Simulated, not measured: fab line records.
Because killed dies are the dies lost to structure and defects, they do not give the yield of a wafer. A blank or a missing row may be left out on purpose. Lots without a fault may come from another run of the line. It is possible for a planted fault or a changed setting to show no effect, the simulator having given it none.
What tool caused it?    flow rit-cmos    45 wafers from 15 lots sampled at 2 of the route's 202 steps

WHAT THE GAUGES SHOWED, per wafer
RIT_CONTACT_CD_MEAS_08: the cd target is 1000 nm. Usual: 999.8 nm for cd-nm, sd 2.1.
lot   measured     on         cd-nm (nm)            flag
L550  day 3 16:05  cd-sem-02  1000.8 1000.6 1002.3  
L551  day 3 18:23  cd-sem-02  994.8 995.5 995.1     
L552  day 4 02:41  cd-sem-01  999.5 1000.9 1000.2   
L553  day 4 06:47  cd-sem-01  999.4 997.8 996.9     
L554  day 4 16:07  cd-sem-01  998.0 997.5 995.7     
L555  day 4 17:10  cd-sem-02  1000.6 1000.7 999.1   
L556  day 4 22:13  cd-sem-02  1001.1 1001.5 1003.2  
L558  day 5 10:37  cd-sem-01  1001.8 1001.5 1001.1  
L560  day 5 20:08  cd-sem-02  1000.1 1000.3 998.3   
L561  day 6 01:39  cd-sem-01  1000.1 1000.7 1000.8  
L562  day 6 05:30  cd-sem-02  998.9 996.4 999.4     
L566  day 7 03:12  cd-sem-01  1002.4 1003.4 1003.2  
L568  day 7 11:26  cd-sem-01  1001.5 999.4 1002.6   
L570  day 7 22:45  cd-sem-01  1001.0 999.8 1002.0   
L571  day 8 05:49  cd-sem-02  999.1 1000.0 999.1    

WHICH TOOL RAN EACH LOT (tool, then ch and the chambers of the sampled wafers, then the start)
lot   RIT_PRETRO_DEVELOP_05
L550  litho-track-01 ch 0, day 2 18:00
L551  litho-track-01 ch 0, day 2 21:00
L552  litho-track-03 ch 0, day 3 04:00
L553  litho-track-01 ch 0, day 3 08:00
L554  litho-track-03 ch 0, day 3 14:00
L555  litho-track-02 ch 0, day 3 18:00
L556  litho-track-03 ch 0, day 3 22:00
L558  litho-track-01 ch 0, day 4 10:00
L560  litho-track-01 ch 0, day 4 20:00
L561  litho-track-02 ch 0, day 5 00:00
L562  litho-track-01 ch 0, day 5 05:00
L566  litho-track-02 ch 0, day 6 03:00
L568  litho-track-02 ch 0, day 6 11:00
L570  litho-track-02 ch 0, day 7 00:00
L571  litho-track-02 ch 0, day 7 05:00
- RIT_PRETRO_DEVELOP_05: develop time 68 s.

AS READ BY THE TOOLS THEMSELVES (means over the sampled wafers that have a number; for cases with no such wafer, the mark the record gives instead)
RIT_PRETRO_DEVELOP_05. Usual: 23.01 C for developer-temp-C, sd 0.1.
lot   tool            developer-temp-C (C)  flag
L550  litho-track-01  23.01                 
L551  litho-track-01  23.13                 
L552  litho-track-03  23.04                 
L553  litho-track-01  22.99                 
L554  litho-track-03  23.10                 
L555  litho-track-02  22.90                 
L556  litho-track-03  23.07                 
L558  litho-track-01  25.22                 OFF
L560  litho-track-01  25.26                 OFF
L561  litho-track-02  23.10                 
L562  litho-track-01  25.22                 OFF
L566  litho-track-02  23.00                 
L568  litho-track-02  23.01                 
L570  litho-track-02  23.01                 
L571  litho-track-02  23.15                 

THE ANSWER, worked out from the rows above alone
Rule: lot off if the mean of its wafers having a number is beyond 3 standard deviations from the usual mean. Also off: a lot with no number at a reading for which 4 or more lots have one. Where the step has rows for the other lots, those lots are counted as sound. The gauges are gone through in route order, then the tools' own readings, and for those a lot's mean is taken as printed above. At the first step where some lot is off, the reading lying furthest off is the one used; lots without a number count as furthest.
Off, at RIT_PRETRO_DEVELOP_05 on developer-temp-C: L558, L560, L562.
If a tool, at that step or one of the process steps before it, ran each lot that is off and ran no sound lot following the first of them, it fits. One fits: litho-track-01 at RIT_PRETRO_DEVELOP_05. A fault onset in the window from L553 (day 3 08:00, its last sound lot) to L558 (day 4 10:00, its first lot off) fits.
On the lots that are off, the tool's own readings at RIT_PRETRO_DEVELOP_05 differ by more than 5 times the standard deviation of the sound lots' means, which bears it out; developer-temp-C reads 25.23 C there versus 23.04 C on the sound lots.

WHAT THE SIMULATOR HAD INSERTED
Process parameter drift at RIT_PRETRO_DEVELOP_05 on litho-track-01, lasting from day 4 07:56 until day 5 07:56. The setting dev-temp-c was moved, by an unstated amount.
Struck lots among those shown: L558, L560, L562. The same result came from the rule above.
